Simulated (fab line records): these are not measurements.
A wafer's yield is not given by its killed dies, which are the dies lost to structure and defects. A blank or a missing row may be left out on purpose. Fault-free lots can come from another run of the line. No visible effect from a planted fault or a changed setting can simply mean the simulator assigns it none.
Which tool did it?    flow rit_cmos    16 lots, 48 wafers sampled, at 2 steps of a route of 202

== WHAT EACH GAUGE READ, for each wafer ==
RIT_GATE_OVL_MEAS_17. Usual: GATE_OVL -0.1 nm, standard deviation 1.1.
lot   measured     on          GATE_OVL (nm)                              flag
L896  day 2 22:16  overlay-02  0.8 0.1 0.3                                
L897  day 3 03:56  overlay-02  0.9 2.0 0.6                                
L898  day 3 04:22  overlay-02  0.2 -1.1 -0.2                              
L900  day 3 16:19  overlay-02  -1.1 -1.8 -0.3                             
L901  day 3 17:50  overlay-01  -0.1 -0.3 -1.3                             
L902  day 4 00:19  overlay-02  -3.0 -2.0 -2.0                             
L903  day 4 06:10  overlay-01  0.3 0.4 0.4                                
L904  day 4 15:08  overlay-01  0.2 0.5 0.3                                
L905  day 4 16:03  overlay-02  0.8 3.1 -0.8                               
L910  day 5 19:00  overlay-01  -150.8 -151.0 -151.6 -150.0 -149.7 -150.2  OFF
L912  day 6 02:41  overlay-01  -148.0 -149.1 -149.0 -146.9 -147.8 -147.9  OFF
L913  day 6 06:11  overlay-02  -151.7 -150.0 -150.8 -150.5 -148.8 -149.0  OFF
L914  day 6 14:45  overlay-01  -148.8 -151.0 -149.4 -148.2 -149.7 -148.2  OFF
L915  day 6 17:08  overlay-01  -0.1 0.3 -0.8                              
L916  day 6 22:45  overlay-02  0.6 2.8 1.3                                
L918  day 7 09:03  overlay-02  -2.2 -2.5 -1.8                             

== TOOL THAT RAN EACH LOT (tool first, then ch and the chambers of the sampled wafers, then the start) ==
lot   RIT_GATE_EXPOSE_13
L896  iline_stepper-01 ch 0, day 2 21:41
L897  iline_stepper-01 ch 0, day 3 03:08
L898  iline_stepper-01 ch 0, day 3 03:38
L900  iline_stepper-01 ch 0, day 3 15:49
L901  iline_stepper-01 ch 0, day 3 17:19
L902  iline_stepper-02 ch 0, day 3 23:42
L903  iline_stepper-02 ch 0, day 4 05:40
L904  iline_stepper-02 ch 0, day 4 14:32
L905  iline_stepper-01 ch 0, day 4 15:31
L910  iline_stepper-01 ch 0, day 5 18:25
L912  iline_stepper-01 ch 0, day 6 02:10
L913  iline_stepper-01 ch 0, day 6 05:40
L914  iline_stepper-01 ch 0, day 6 14:14
L915  iline_stepper-02 ch 0, day 6 16:37
L916  iline_stepper-02 ch 0, day 6 22:14
L918  iline_stepper-02 ch 0, day 7 08:34
- RIT_GATE_EXPOSE_13: exposes mask M6, target cd 150 nm.

== AS READ BY THE TOOLS THEMSELVES (means over the sampled wafers that have a number; for cases with no such wafer, the mark the record gives instead) ==
The record holds no such reading with a usual standard deviation.

== THE ANSWER, worked out from the rows above alone ==
Rule: take the mean of a lot's wafers that have a number; if it is more than 3 standard deviations from the usual mean, the lot is off. Also off: a lot with no number at a reading for which 4 or more lots have one. All remaining lots with rows at the step are treated as sound. After the gauges, taken in route order, come the tools' own readings; for these a lot's mean is taken, as printed above. At the first step where some lot is off, the reading lying furthest off is the one used; lots without a number count as furthest.
Off: L910, L912, L913, L914, seen at RIT_GATE_OVL_MEAS_17 (GATE_OVL).
A tool fits if, at a process step before that reading, it ran every lot that is off, and no sound lot after the first of them. Those tools and the gauges at RIT_GATE_OVL_MEAS_17 are tried in the same way. One candidate fits, namely iline_stepper-01 at RIT_GATE_EXPOSE_13. Its last sound lot is L905 (day 4 15:31), its first lot that is off L910 (day 5 18:25): a fault that began between those two fits.

== WHAT THE SIMULATOR HAD PUT IN ==
Scanner matching overlay: iline_stepper-01, from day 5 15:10 on, at RIT_GATE_EXPOSE_13. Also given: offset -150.
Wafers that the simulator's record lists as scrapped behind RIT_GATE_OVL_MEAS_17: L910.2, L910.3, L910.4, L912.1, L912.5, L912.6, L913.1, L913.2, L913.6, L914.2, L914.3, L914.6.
Shown lots that were struck: L910, L912, L913, L914. This agrees with what the rule above found.
